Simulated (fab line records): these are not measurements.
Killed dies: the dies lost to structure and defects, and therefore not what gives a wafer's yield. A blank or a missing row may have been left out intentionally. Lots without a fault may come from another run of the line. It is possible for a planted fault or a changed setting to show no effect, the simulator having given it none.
fab line records    flow ritCmos
[record] lots = 6  wafers = 18  lastDay = 7
route steps=202 shown GATE@83 M1@202
lots that met no fault: taken from a fault-free run of the same line
startH: hours from the record's first day to the start of the lot's first wafer shown    waitH: hours since the lot's step before    " unchanged from the row above    L1.1+2: a single row standing in for several wafers    - either no value or no given start    * or withheld: withheld    < > ~ a bound
route shown NAME@n: names a module that has steps shown in the file, with the first one's number in the route    usual: average and standard deviation across the fault-free wafers    same: alike in all rows    chamber/n: place in a boat    sites: the reading at each site    _std_site: standard deviation across them    _edge_site: mean of outer sites minus mean of inner sites    radiusMm: for every site, how far away it sits from the centre of the wafer    mask NAME#n: copy n    behind: the tool/chamber that last shaped the wafer    hold: reason for holding the lot/hours on hold/outcome of the hold    device: the n, p or np transistor that did not switch    end of line: the same wafers' tests at the end of the route    where a step has no rows: the recipe by itself    killed: the dies lost at the first sort to structure and to defects; this is not the yield of the wafer    map: shows each die of a wafer: x if killed, . if not, _ if none is there
set.NAME: the setting the step ran with; set.NAME@STEP: the setting that earlier step ran with    model.NAME: the simulator's own value behind a step, which no gauge read
a table for each step, a row for each wafer; lots at some steps of the route
services: the hour from which a tool's chamber was out of use, counted from the record's first day as startH (under 0 if before that day), plus the number of hours and why
[[steps]]
[step RIT_GATE_THK_MEAS_07]
[recipe] reads = SiO2_of_GATE_OXIDATION_05
[usual] GATE_OXIDE_THK = 2.83/0.064
lot.wafer  tool          chamber  startH  waitH  GATE_OXIDE_THK[nm]
L562.2     filmMetro-01  -        40.73   0.0    2.87
L562.5     "             -        "       "      2.86
L562.6     "             -        "       "      2.92
L567.3     filmMetro-01  -        68.07   0.0    2.89
L567.4     "             -        "       "      2.87
L567.5     "             -        "       "      2.87
L569.1     filmMetro-03  -        76.18   0.0    2.82
L569.4     "             -        "       "      2.82
L569.5     "             -        "       "      2.78
L574.1     filmMetro-01  -        102.59  0.0    2.80
L574.2     "             -        "       "      2.77
L574.6     "             -        "       "      2.78
L578.3     filmMetro-01  -        120.05  0.0    2.72
L578.4     "             -        "       "      2.71
L578.5     "             -        "       "      2.72
L581.2     filmMetro-04  -        137.40  0.0    2.75
L581.3     "             -        "       "      2.81
L581.4     "             -        "       "      2.84
[step RIT_GATE_CVD_08]
[recipe] material = poly-Si  targetThkNm = 250  tempC = 610  precursor = SiH4  timeS = 2220  pressureMtorr = 300  sih4FlowSccm = 100
[step RIT_GATE_THK_MEAS_09]
[recipe] reads = poly-Si_of_GATE_CVD_08
[usual] GATE_POLY_THK = 248.6/2.4
lot.wafer  tool          chamber  startH  waitH  GATE_POLY_THK[nm]
L562.2     filmMetro-01  -        42.41   0.0    249.6
L562.5     "             -        "       "      246.3
L562.6     "             -        "       "      249.3
L567.3     filmMetro-03  -        69.74   0.0    245.2
L567.4     "             -        "       "      247.5
L567.5     "             -        "       "      243.3
L569.1     filmMetro-03  -        77.86   0.0    248.6
L569.4     "             -        "       "      248.9
L569.5     "             -        "       "      248.7
L574.1     filmMetro-01  -        104.26  0.0    246.4
L574.2     "             -        "       "      246.5
L574.6     "             -        "       "      246.3
L578.3     filmMetro-01  -        121.73  0.0    249.0
L578.4     "             -        "       "      251.2
L578.5     "             -        "       "      249.4
L581.2     filmMetro-03  -        139.98  0.0    247.5
L581.3     "             -        "       "      249.2
L581.4     "             -        "       "      249.3
[step RIT_GATE_HMDS_10]
[recipe] primeTimeS = 60  primeTempC = 140
[step RIT_GATE_COAT_11]
[recipe] resist = NOVOLAK  spinRpm = 4250  resistThkNm = 850
[step RIT_GATE_SOFTBAKE_12]
[recipe] resist = NOVOLAK  tempC = 90  timeS = 60
[step RIT_GATE_EXPOSE_13]
[recipe] maskId = M6  na = 0.6  sourceShape = conventional  sigmaOuter = 0.6  targetCdNm = 150  doseMj = 380
[step RIT_GATE_PEB_14]
[recipe] resist = NOVOLAK  tempC = withheld  timeS = withheld
[step RIT_GATE_DEVELOP_15]
[recipe] resist = NOVOLAK  developTimeS = 50  devTempC = 23
[step RIT_GATE_CD_MEAS_16]
[recipe] targetCdNm = 150
[usual] cdNm = 149.6/2.7
lot.wafer  tool      chamber  startH  waitH  cdNm
L562.2     cdSem-01  -        43.45   -      148.4
L562.5     "         -        "       "      150.3
L562.6     "         -        "       "      151.7
L567.3     cdSem-01  -        70.80   -      148.2
L567.4     "         -        "       "      148.5
L567.5     "         -        "       "      149.4
L569.1     cdSem-02  -        78.94   -      147.6
L569.4     "         -        "       "      144.9
L569.5     "         -        "       "      147.4
L574.1     cdSem-01  -        105.30  -      149.5
L574.2     "         -        "       "      147.2
L574.6     "         -        "       "      149.2
L578.3     cdSem-01  -        122.79  -      151.1
L578.4     "         -        "       "      149.6
L578.5     "         -        "       "      151.7
L581.2     cdSem-01  -        141.10  -      147.0
L581.3     "         -        "       "      150.7
L581.4     "         -        "       "      147.6
[step RIT_GATE_OVL_MEAS_17]
[usual] GATE_OVL = 0.4/1.3
lot.wafer  tool        chamber  startH  waitH  GATE_OVL[nm]
L562.2     overlay-02  -        43.56   0.1    -0.1
L562.5     "           -        "       "      -0.7
L562.6     "           -        "       "      -0.8
L567.3     overlay-02  -        70.89   0.1    1.5
L567.4     "           -        "       "      -0.9
L567.5     "           -        "       "      0.7
L569.1     overlay-02  -        79.06   0.1    1.2
L569.4     "           -        "       "      0.8
L569.5     "           -        "       "      1.0
L574.1     overlay-02  -        105.42  0.1    -0.1
L574.2     "           -        "       "      0.2
L574.6     "           -        "       "      0.3
L578.3     overlay-01  -        122.88  0.1    -0.5
L578.4     "           -        "       "      -0.1
L578.5     "           -        "       "      0.3
L581.2     overlay-02  -        141.21  0.1    1.7
L581.3     "           -        "       "      1.8
L581.4     "           -        "       "      1.6
[step RIT_GATE_HARDBAKE_18]
[recipe] resist = NOVOLAK  tempC = 140  timeS = 60
[step RIT_GATE_ETCH_19]
[recipe] chemistry = SF6/CHF3/O2  timeS = 165  SF6_flow_sccm = 30  CHF3_flow_sccm = 30  O2_flow_sccm = 5  target = poly-Si  pressureMtorr = 40  rfW = 163  targetDepthA = 3125  overEtchFrac = 0.25  stopOn = SiO2
[usual] SF6_flow_sccm = 29.98/0.087  drypumpMotorCurrentA = 6.0/0.45  oesProductAu = 0.842/0.018  throttleValvePct = 10.23/0.17
lot.wafer  tool      chamber  startH  waitH  SF6_flow_sccm  drypumpMotorCurrentA  oesProductAu  rfHoursCounterH  throttleValvePct  model.NOVOLAK_of_GATE_COAT_11.thkNm
L562.2     rieSi-02  3        43.74   0.1    30.04          5.5                   0.813         106              10.41             670.6
L562.5     "         2        "       "      29.93          6.5                   0.809         -                10.52             666.7
L562.6     "         3        "       "      29.91          5.5                   0.818         -                10.39             671.4
L567.3     rieSi-01  3        71.06   0.1    30.06          5.7                   0.855         110              10.25             670
L567.4     "         0        "       "      30.01          6.0                   0.890         111              10.13             672.9
L567.5     "         0        "       "      30.08          6.0                   0.878         -                10.13             674.2
L569.1     rieSi-01  0        79.25   0.1    30.13          6.1                   0.883         111              10.12             673.2
L569.4     "         3        "       "      29.89          5.7                   0.862         110              10.25             668.9
L569.5     "         3        "       "      30.02          5.6                   0.855         -                10.25             665.8
L574.1     rieSi-02  1        105.60  0.1    29.93          5.8                   0.860         116              10.25             660.9
L574.2     "         3        "       "      29.98          5.5                   0.810         106              10.40             668.4
L574.6     "         3        "       "      30.01          5.5                   0.808         -                10.41             670.3
L578.3     rieSi-02  0        123.05  0.1    30.10          5.4                   0.825         48               10.05             672.1
L578.4     "         3        "       "      30.15          5.5                   0.823         106              10.41             675.5
L578.5     "         2        "       "      30.07          6.6                   0.819         -                10.52             668.6
L581.2     rieSi-01  1        141.39  0.1    29.97          6.5                   0.844         2                9.96              663.2
L581.3     "         2        "       "      30.12          6.4                   0.847         102              10.31             664.2
L581.4     "         3        "       "      29.82          5.6                   0.854         110              10.25             665.1
[step RIT_GATE_STRIP_20]
[recipe] chemistry = O2  timeS = 180  resist = NOVOLAK  platenTempC = withheld  powerW = 500  pressureMtorr = 4000  o2FlowSccm = 4000
[usual] drypumpMotorCurrentA = 5.3/0.4  rfReflPowerW = 6.1/1.1
lot.wafer  tool            chamber  startH  waitH  drypumpMotorCurrentA  rfHoursCounterH  rfReflPowerW
L562.2     plasmaAsher-01  1        43.85   0.1    4.8                   41               5.6
L562.5     "               1        "       "      4.8                   -                5.6
L562.6     "               0        "       "      5.4                   -                5.9
L567.3     plasmaAsher-01  1        71.23   0.1    4.8                   -                5.5
L567.4     "               0        "       "      5.4                   -                6.4
L567.5     "               0        "       "      5.4                   -                6.3
L569.1     plasmaAsher-03  1        79.36   0.1    5.9                   46               5.1
L569.4     "               1        "       "      5.9                   -                5.2
L569.5     "               0        "       "      4.9                   -                8.1
L574.1     plasmaAsher-04  0        105.71  0.1    5.6                   26               5.0
L574.2     "               1        "       "      5.5                   26               6.2
L574.6     "               0        "       "      5.6                   -                5.2
L578.3     plasmaAsher-01  0        123.22  0.1    5.4                   -                6.4
L578.4     "               1        "       "      4.8                   -                5.6
L578.5     "               0        "       "      5.4                   -                6.2
L581.2     plasmaAsher-01  0        141.49  0.1    5.4                   54               6.1
L581.3     "               1        "       "      4.8                   -                5.4
L581.4     "               0        "       "      5.4                   -                5.9
[step RIT_M1_PROBE_99]
[usual] killedAtContacts = 0.0/0.2  killedAtFrontEnd = 6.6/2.9  killedDies = 6.6/3  killedOnRim = 1.7/1.4  killedOpen = 3.4/2  killedShort = 3.2/2
[same] grossDies = 264  killed_at_M0_to_M3 = 0  killed_at_M4_up = 0  killedAtBackSide = 0  killedAtOther = 0
lot.wafer  tool       chamber  startH  waitH  killedAtContacts  killedAtFrontEnd  killedDies  killedOnRim  killedOpen  killedShort
L567.3     prober-02  -        91.16   0.2    0                 4                 4           1            1           3
L567.4     prober-02  -        91.21   0.2    0                 3                 3           2            1           2
L567.5     prober-02  -        91.26   0.2    0                 8                 8           2            3           5
L569.1     prober-02  -        99.45   0.1    0                 7                 7           2            4           3
L569.4     prober-02  -        99.60   0.2    1                 10                11          2            7           4
L569.5     prober-02  -        99.65   0.2    0                 13                13          3            6           7
L578.3     prober-01  -        143.64  0.2    0                 7                 7           0            2           5
L578.4     prober-01  -        143.69  0.2    0                 7                 7           1            5           2
L578.5     prober-01  -        143.74  0.2    0                 9                 9           2            5           4
L581.2     prober-02  -        163.04  0.1    0                 6                 6           0            4           2
L581.3     prober-02  -        163.09  0.2    0                 8                 8           3            5           3
L581.4     prober-02  -        163.14  0.2    0                 4                 4           1            1           3
// killed by level:class
L567.3 GATE:geometricParticle:short=3 GATE:geometricParticle:open=1
L567.4 GATE:geometricParticle:short=1 GATE:geometricParticle:open=1 SILICIDE:geometricParticle:short=1
L567.5 FOX1:geometricParticle:short=2 GATE:geometricParticle:open=2 SPACER:geometricParticle:short=2 FOX2:geometricParticle:open=1 GATE:geometricParticle:short=1
L569.1 GATE:geometricParticle:open=2 REOX:geometricParticle:short=2 FOX1:geometricParticle:open=1 FOX2:geometricParticle:short=1 SILICIDE:geometricParticle:open=1
L569.4 REOX:geometricParticle:open=2 REOX:geometricParticle:short=2 FOX1:geometricParticle:open=1 GATE:geometricParticle:open=1 GATE:geometricParticle:short=1 SPACER:geometricParticle:open=1 SILICIDE:geometricParticle:open=1 SILICIDE:geometricParticle:short=1
L569.5 GATE:geometricParticle:short=3 REOX:geometricParticle:short=3 SILICIDE:geometricParticle:open=3 GATE:geometricParticle:open=2 FOX1:geometricParticle:open=1 FOX1:geometricParticle:short=1
L578.3 GATE:geometricParticle:short=4 GATE:geometricParticle:open=1 REOX:geometricParticle:short=1 SILICIDE:geometricParticle:open=1
L578.4 GATE:geometricParticle:open=3 FOX1:geometricParticle:short=1 REOX:geometricParticle:open=1 SILICIDE:geometricParticle:open=1 SILICIDE:geometricParticle:short=1
L578.5 GATE:geometricParticle:open=4 FOX1:geometricParticle:short=2 REOX:geometricParticle:short=1 REOX:geometricParticle:open=1 SILICIDE:geometricParticle:short=1
L581.2 GATE:geometricParticle:short=2 GATE:geometricParticle:open=1 REOX:geometricParticle:open=1 SPACER:geometricParticle:open=1 SILICIDE:geometricParticle:open=1
L581.3 GATE:geometricParticle:open=3 REOX:geometricParticle:open=2 FOX1:geometricParticle:short=1 GATE:geometricParticle:short=1 REOX:geometricParticle:short=1
L581.4 GATE:geometricParticle:short=1 REOX:geometricParticle:short=1 SPACER:geometricParticle:open=1 SPACER:geometricParticle:short=1
[[services]]
tool            chamber  startH  hours  kind
rieSi-01        0        28.44   3.5    repair
plasmaAsher-04  -        33.20   1.2    repair
rieSi-01        -        39.48   0.4    repair
rieSi-02        1        41.26   5.3    repair
plasmaAsher-03  -        68.20   8.0    repair
plasmaAsher-04  -        69.16   10.0   pm
plasmaAsher-01  -        90.33   1.3    repair
plasmaAsher-04  -        95.39   2.0    repair
[[key]]
[firstSign] step = RIT_GATE_ETCH_19  reading = oesProductAu  direction = up  sigmas = 2.4  usual = 0.842  struck = 0.884
effect none on later readings
[modelEffect] step = RIT_GATE_ETCH_19  value = NOVOLAK_of_GATE_COAT_11.thkNm  without = 666.4  struck = 673.4
metAt RIT_GATE_ETCH_19
struckWafers L567.4,L567.5,L569.1
testerLeftOut L567,L569
[loopTrim] step = RIT_GATE_EXPOSE_13  setting = dose  lots = L569
[fault] kind = processParameterDrift  tool = rieSi-01  chamber = 0  onsetH = 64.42  steps = RIT_GATE_ETCH_19  channel = targetDepthA  offset = -249.1  shape = step  endH = 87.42  stated = 3125
// testerLeftOut: of these lots the tester's yield and bins aren't shown, on N5 and GAA mostly nor the transistor test; their killed dies are dies lost to structure and defects alone, not to doping, threshold or leakage, so they don't give the yield
// loopTrim: a control loop set the setting to another value than it would have without faults
